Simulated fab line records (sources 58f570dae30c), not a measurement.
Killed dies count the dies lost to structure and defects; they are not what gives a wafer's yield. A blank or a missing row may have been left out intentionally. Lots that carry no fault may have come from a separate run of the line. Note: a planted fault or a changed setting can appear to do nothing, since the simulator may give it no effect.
Which tool was responsible?    flow berkeley cmos170    Sampling: 15 lots, 45 wafers, 4 of 331 route steps

== WHAT EACH GAUGE READ, for each wafer ==
UCB170_START_THK_MEAS_03.
lot   measured     on             START_OXIDE_THK (nm)
L403  day 1 12:47  film metro-04  20.6 20.4 20.3
L404  day 1 18:37  film metro-04  20.0 19.8 20.2
L406  day 2 04:36  film metro-01  19.9 19.8 19.6
L409  day 2 18:20  film metro-01  19.9 20.0 19.6
L410  day 3 05:17  film metro-02  20.0 19.7 19.8
L411  day 3 05:17  film metro-01  19.7 19.7 19.6
L412  day 3 09:06  film metro-02  20.4 20.2 20.3
L414  day 3 21:36  film metro-02  19.9 19.9 19.9
L417  day 4 12:08  film metro-01  19.7 19.7 20.0
L418  day 4 15:18  film metro-02  20.3 20.2 20.5
L420  day 5 03:01  film metro-04  20.4 20.1 20.4
L421  day 5 09:04  film metro-01  20.2 20.1 19.7
L422  day 5 12:37  film metro-01  19.6 19.5 19.5
L424  day 6 00:05  film metro-04  19.8 20.0 20.0
L425  day 6 04:26  film metro-01  19.9 20.2 20.3

UCB170_NWELL_OVL_MEAS_12.
lot   measured     on          NWELL_OVL (nm)
L403  day 2 04:59  overlay-01  7 7 10
L404  day 2 08:58  overlay-01  1 3 -4
L406  day 2 17:29  overlay-02  9 13 8
L409  day 3 11:41  overlay-02  14 9 6
L410  day 3 20:14  overlay-02  7 8 4
L411  day 3 20:22  overlay-01  5 10 16
L412  day 4 04:44  overlay-02  12 13 9
L414  day 4 17:24  overlay-01  5 5 6
L417  day 5 01:05  overlay-02  4 14 3
L418  day 5 04:26  overlay-02  6 -4 1
L420  day 5 19:50  overlay-01  6 9 8
L421  day 6 03:26  overlay-02  11 12 12
L422  day 6 05:55  overlay-01  9 4 2
L424  day 6 17:39  overlay-01  0 0 4
L425  day 6 23:48  overlay-01  5 3 10

UCB170_NSD_CD_MEAS_06 targets a cd of 1200 nm.
lot   measured      on         cd nm (nm)
L403  day 5 20:25   cd sem-01  1201.0 1199.2 1199.6
L404  day 6 21:11   cd sem-01  1199.2 1198.7 1197.3
L406  day 7 06:17   cd sem-01  1199.4 1198.5 1198.3
L409  day 7 22:58   cd sem-01  1202.2 1201.7 1203.1
L410  day 8 09:58   cd sem-02  - - -
L411  day 8 09:49   cd sem-01  - - -
L412  day 8 13:47   cd sem-01  - - -
L414  day 9 09:52   cd sem-01  1199.1 1199.9 1199.3
L417  day 9 10:09   cd sem-02  1200.2 1199.5 1200.0
L418  day 9 15:43   cd sem-01  1201.9 1201.8 1201.3
L420  day 10 10:22  cd sem-01  1200.2 1201.4 1199.9
L421  day 10 19:45  cd sem-02  1199.7 1199.3 1199.1
L422  day 10 20:39  cd sem-02  1201.4 1201.2 1199.9
L424  day 11 10:47  cd sem-02  1201.8 1200.0 1200.7
L425  day 11 11:08  cd sem-02  1199.8 1199.3 1200.5

== EACH LOT AND THE TOOL THAT RAN IT (in order: tool; ch and the chambers of the sampled wafers; start) ==
lot   UCB170_NSD_EXPOSE_03
L403  krf scanner-02 ch 0, day 5 19:53
L404  krf scanner-01 ch 0, day 6 20:46
L406  krf scanner-02 ch 0, day 7 05:54
L409  krf scanner-02 ch 0, day 7 22:10
L410  krf scanner-02, day 8 09:34
L411  krf scanner-02, day 8 09:25
L412  krf scanner-01, day 8 13:23
L414  krf scanner-01 ch 0, day 9 09:29
L417  krf scanner-02 ch 0, day 9 09:43
L418  krf scanner-02 ch 0, day 9 15:20
L420  krf scanner-01 ch 0, day 10 09:59
L421  krf scanner-01 ch 0, day 10 19:02
L422  krf scanner-01 ch 0, day 10 19:41
L424  krf scanner-02 ch 0, day 11 10:10
L425  krf scanner-02 ch 0, day 11 10:32
- UCB170_NSD_EXPOSE_03: exposes mask NSELECT MOD, target cd 1200 nm.

== AS READ BY THE TOOLS THEMSELVES (means over the sampled wafers that have a number; for cases with no such wafer, the mark the record gives instead) ==
UCB170_NSD_EXPOSE_03.
lot   tool            exposure dose mJ cm2  focus offset nm (nm)
L403  krf scanner-02  29.97                 -0.2
L404  krf scanner-01  29.99                 0.1
L406  krf scanner-02  30.00                 -0.1
L409  krf scanner-02  30.01                 -0.0
L410  krf scanner-02  -                     -
L411  krf scanner-02  -                     -
L412  krf scanner-01  -                     -
L414  krf scanner-01  30.00                 -0.5
L417  krf scanner-02  29.94                 -0.1
L418  krf scanner-02  29.99                 -0.5
L420  krf scanner-01  30.01                 -0.6
L421  krf scanner-01  29.98                 0.3
L422  krf scanner-01  29.98                 0.3
L424  krf scanner-02  30.02                 -0.0
L425  krf scanner-02  29.93                 0.4

== THE ANSWER, worked out from the rows above alone ==
Rule: usual is defined by the lots themselves. Put in order of their means at a reading, lots are off if they are a third of the lots or fewer, leave a main group of 4 or more, and stand apart from it by a gap of 3 or more times the standard deviation of the main group's means; of several such gaps the widest counts. A main group whose means are all the same, to the digits that the tables above print for the reading, isn't used. A lot without any number at a reading at which 4 lots or more have one is off too. All remaining lots with rows at the step are treated as sound. After the gauges, taken in route order, come the tools' own readings; for these a lot's mean is taken, as printed above. At the first step where some lot is off, the reading lying furthest off is the one used; lots without a number count as furthest.
Off: L410, L411, L412 (UCB170_NSD_CD_MEAS_06, cd nm). Without a number there: L410, L411, L412. The main group: mean 1200.2 nm, standard deviation 1.1.
A tool fits if, at a process step before that reading, it ran every lot that is off, and no sound lot after the first of them. Not tried: the gauges at UCB170_NSD_CD_MEAS_06; whatever is off there is also off at UCB170_NSD_EXPOSE_03, on other tools, and gauge error can't account for it. Not one of the candidates tried fits.

== WHAT THE SIMULATOR PUT IN ==
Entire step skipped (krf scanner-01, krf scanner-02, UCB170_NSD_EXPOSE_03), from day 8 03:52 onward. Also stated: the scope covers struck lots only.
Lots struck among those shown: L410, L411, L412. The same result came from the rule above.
